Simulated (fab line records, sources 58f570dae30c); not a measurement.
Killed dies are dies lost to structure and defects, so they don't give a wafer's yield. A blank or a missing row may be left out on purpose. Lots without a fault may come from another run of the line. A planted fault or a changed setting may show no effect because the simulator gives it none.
Problem report in the 8D (eight disciplines) form, filled by code | flow berkeley_cmos170 | the parts of the form that need people (team, actions taken, sign-off) are left out

1. THE PROBLEM
rotation_deg at UCB170_PLDD_IMPLANT_08 reads a mean of 90.015 degrees on 6 wafers of 2 lots; wafers without a fault read 0.002 degrees with a standard deviation of 0.018. That is +99 or more standard deviations from the usual mean.
First seen on wafer L788.1, day 8 00:33, on implanter-02. The record holds 18 wafers of 6 lots with a number at this step. Rule for "out", or "out of limits": more than 4 standard deviations from the usual mean. The other wafers with a number count as sound.

2. WHAT IT IS AND WHAT IT IS NOT
question                    | is                     | is not
which readings at this step | rotation_deg           | -
which lots                  | L788, L793             | L786, L789, L801, L808
which wafers of those lots  | all that have a number | -
read on which tools         | implanter-02           | implanter-03, implanter-04
when                        | from day 8 00:33       | up to then (6 sound wafers); but 6 sound wafers of L801, L808 came after

3. SUSPECTS, AND WHAT RULES EACH OUT
Counting: a tool at a process step up to the reading stays a suspect if it ran every lot that is out and no sound lot after the first of them.
- rie_si-01 at UCB170_GATE_ETCH_15 (etches poly-Si in HBr/Cl2, stops on SiO2, time 56.3 s, target depth 278.2 nm): kept. It ran every lot that is out, first L788 (day 7 22:03), and no sound lot after that; its last sound lot up to then is L789 (day 7 21:32).
- plasma_asher-01 at UCB170_GATE_STRIP_16 (strips in O2): kept. It ran every lot that is out, first L788 (day 7 22:06), and no sound lot after that.
- implanter-02 at UCB170_PLDD_IMPLANT_08: kept. It ran every lot that is out, first L788 (day 8 00:33), and no sound lot after that; its last sound lot up to then is L789 (day 7 23:36). Its own readings are out on those wafers: rotation_deg.
Left after counting: rie_si-01 at UCB170_GATE_ETCH_15, plasma_asher-01 at UCB170_GATE_STRIP_16, implanter-02 at UCB170_PLDD_IMPLANT_08.

4. THE CAUSE (what the simulator had put in)
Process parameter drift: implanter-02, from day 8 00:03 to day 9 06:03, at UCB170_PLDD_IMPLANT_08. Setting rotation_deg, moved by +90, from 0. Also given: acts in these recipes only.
Counting left 3 suspects, and this tool is among them.

5. THE CHAIN OF EFFECTS, in route order
Each row: a reading whose mean over the struck wafers that have a number lies more than 3 standard deviations from the usual. Only readings for which the record gives a usual standard deviation are gone through. hours: the time from each lot's start at the first step in this table that gives one to its start at this step, as a median over the lots. sigmas: the change in usual standard deviations.
hours | step                   | reading      | usual         | on struck wafers | change  | sigmas
0     | UCB170_PLDD_IMPLANT_08 | rotation_deg | 0.002 degrees | 90.015           | +90.013 | +99 or more
The process steps in it:
- UCB170_PLDD_IMPLANT_08

6. WHAT WOULD HAVE CAUGHT IT SOONER
In this record the first reading out of limits was taken at day 8 00:33, 0 hours after the fault began at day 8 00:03.
